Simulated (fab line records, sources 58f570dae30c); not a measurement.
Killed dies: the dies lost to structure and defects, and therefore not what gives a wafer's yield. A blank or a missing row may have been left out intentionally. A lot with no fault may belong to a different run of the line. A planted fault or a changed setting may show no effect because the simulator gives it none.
Problem report in the 8D (eight disciplines) form, filled by code + flow berkeley-cmos170 + the parts of the form that need people (team, actions taken, sign-off) are left out

1. THE ISSUE
Across 6 wafers from 2 lots, V1_POLISHED_THK at UCB170_V1_THK_MEAS_04 averages 925.4 nm, while fault-free wafers read 1000.1 nm with a standard deviation of 1.1. Measured from the usual mean, that is -68 standard deviations.
First seen on wafer L713.1, day 12 14:13, on film-metro-03. The record has a number at this step for 42 wafers belonging to 14 lots. Rule for "out" (also "out of limits"): further than 4 standard deviations from the usual mean. Any other wafer with a number is counted as sound.

2. WHAT IT IS; WHAT IT IS NOT
| question                    | is                           | is not                                                                 |
|-----------------------------|------------------------------|------------------------------------------------------------------------|
| which readings at this step | V1_POLISHED_THK              | -                                                                      |
| which lots                  | L713, L715                   | L692, L694, L695, L696, L697, L698, L699, L700, L702, L706, L707, L712 |
| which wafers of those lots  | all that have a number       | -                                                                      |
| read on which gauges        | film-metro-01, film-metro-03 | film-metro-04                                                          |
| when                        | from day 12 14:13            | up to then (36 sound wafers)                                           |

3. THE SUSPECTS, EACH WITH WHAT RULES IT OUT
Counting: a tool at a process step up to the reading stays a suspect if it ran every lot that is out and no sound lot after the first of them.
- the gauge at UCB170_V1_THK_MEAS_04: ruled out. The wafers that are out were read on 2 gauges (film-metro-01, film-metro-03).
- cmp-02 at UCB170_V1_CMP_02 (polishes SiO2): kept. Every lot that is out went through it, starting with L713 (day 12 13:48), and after that it ran no sound lot; the last sound lot it ran before then is L712 (day 12 05:40).
Left after counting: cmp-02 at UCB170_V1_CMP_02.

4. THE CAUSE (what the simulator had put in)
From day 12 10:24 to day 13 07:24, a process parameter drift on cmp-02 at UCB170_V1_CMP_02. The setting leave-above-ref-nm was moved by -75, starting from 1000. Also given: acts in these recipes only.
Only this tool survived the counting.

5. THE EFFECT CHAIN, in route order
One row per reading whose mean, taken over the struck wafers that have a number, lies over 3 standard deviations from the usual. Readings are gone through only where the record gives a usual standard deviation; hours: the median, over the lots, of the time from a lot's start at the first step in this table giving one to that lot's start at this step; sigmas: the change measured in usual standard deviations.
| hours | step                  | reading         | usual      | on struck wafers | change | sigmas |
|-------|-----------------------|-----------------|------------|------------------|--------|--------|
| 0     | UCB170_V1_THK_MEAS_04 | V1_POLISHED_THK | 1000.1 nm  | 925.4            | -74.7  | -68    |
| 3     | UCB170_V1_ETCH_14     | oes-product-au  | 0.870 a.u. | 0.835            | -0.035 | -3.6   |
It contains these process steps:
- UCB170_V1_ETCH_14: etches SiO2 in CHF3/CF4/Ar, stops on Al, target depth 1250 nm, time 291 s.

6. HOW IT WOULD HAVE BEEN CAUGHT EARLIER
The first out-of-limits reading at a measuring or inspecting step in this record came at day 12 14:13, 4 hours after the fault's start at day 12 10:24.
No tool reading at UCB170_V1_CMP_02 that has a usual standard deviation in the record was out on any struck wafer, so an alarm limit of 4 standard deviations on those readings would not have fired.
Lots out: 2; of these, L715 started UCB170_V1_CMP_02 on cmp-02 after day 12 14:13. Putting the tool on hold at that point would have spared it.
